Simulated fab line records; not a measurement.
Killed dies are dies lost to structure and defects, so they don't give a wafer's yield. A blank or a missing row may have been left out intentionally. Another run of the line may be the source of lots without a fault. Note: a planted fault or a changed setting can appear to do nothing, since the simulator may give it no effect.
Chamber matching ; flow rit cmos ; RIT_ACTIVE_ETCH_13 on rie diel-04: 4 sister chambers
The step etches Si3N4 in SF6, stops on SiO2, time 210 s, target depth 210 nm. 14 wafers are shown with their chamber, then 7 later ones without.

## EACH WAFER AND ITS CHAMBER
wafer;chamber;throttle valve pct (%);oes product au (a.u.)
L332.1;1;7.54;0.832
L332.4;2;7.28;0.828
L332.6;2;7.27;0.832
L334.1;1;7.52;0.826
L334.2;2;7.28;0.815
L334.3;0;7.64;0.813
L336.1;0;7.66;0.810
L336.2;3;7.43;0.822
L336.4;1;7.51;0.832
L340.1;0;7.65;0.811
L340.2;2;7.27;0.829
L340.4;3;7.43;0.819
L343.2;3;7.43;0.814
L343.3;2;7.28;0.810

SIGNATURES (averages over the wafers above)
reading;chamber 0;chamber 1;chamber 2;chamber 3;scatter within a chamber
throttle valve pct;7.6500;7.5233;7.2760;7.4300;0.00887
oes product au;0.81133;0.83000;0.82280;0.81833;0.0066
Rule: for each reading, subtract the chamber's mean from the wafer's reading, divide by that reading's scatter and square the result; add these up over the readings and take the root, which gives the wafer's distance from the chamber. If the next closest chamber is less than 2 further off than the closest, the wafer can't be placed; otherwise it belongs to the closest. How the scatter is found: for the shown wafers, subtract from each reading the mean of its chamber, square and add these, divide the total by (wafers less chambers), then take the root.

## WAFERS WHOSE CHAMBER IS MISSING
wafer;throttle valve pct (%);oes product au (a.u.)
L343.5;7.66;0.811
L351.1;7.67;0.820
L351.3;7.53;0.827
L351.4;7.43;0.815
L352.1;7.43;0.814
L352.3;7.53;0.828
L352.5;7.53;0.816

## WHICH CHAMBER EACH ONE RAN IN
wafer;from the rows above;in truth
L343.5;0;0
L351.1;0;0
L351.3;1;1
L351.4;3;3
L352.1;3;3
L352.3;1;1
L352.5;1;1
Correctly placed: 7 of 7. Number that these rows cannot place: 0. Placed wrongly: 0.
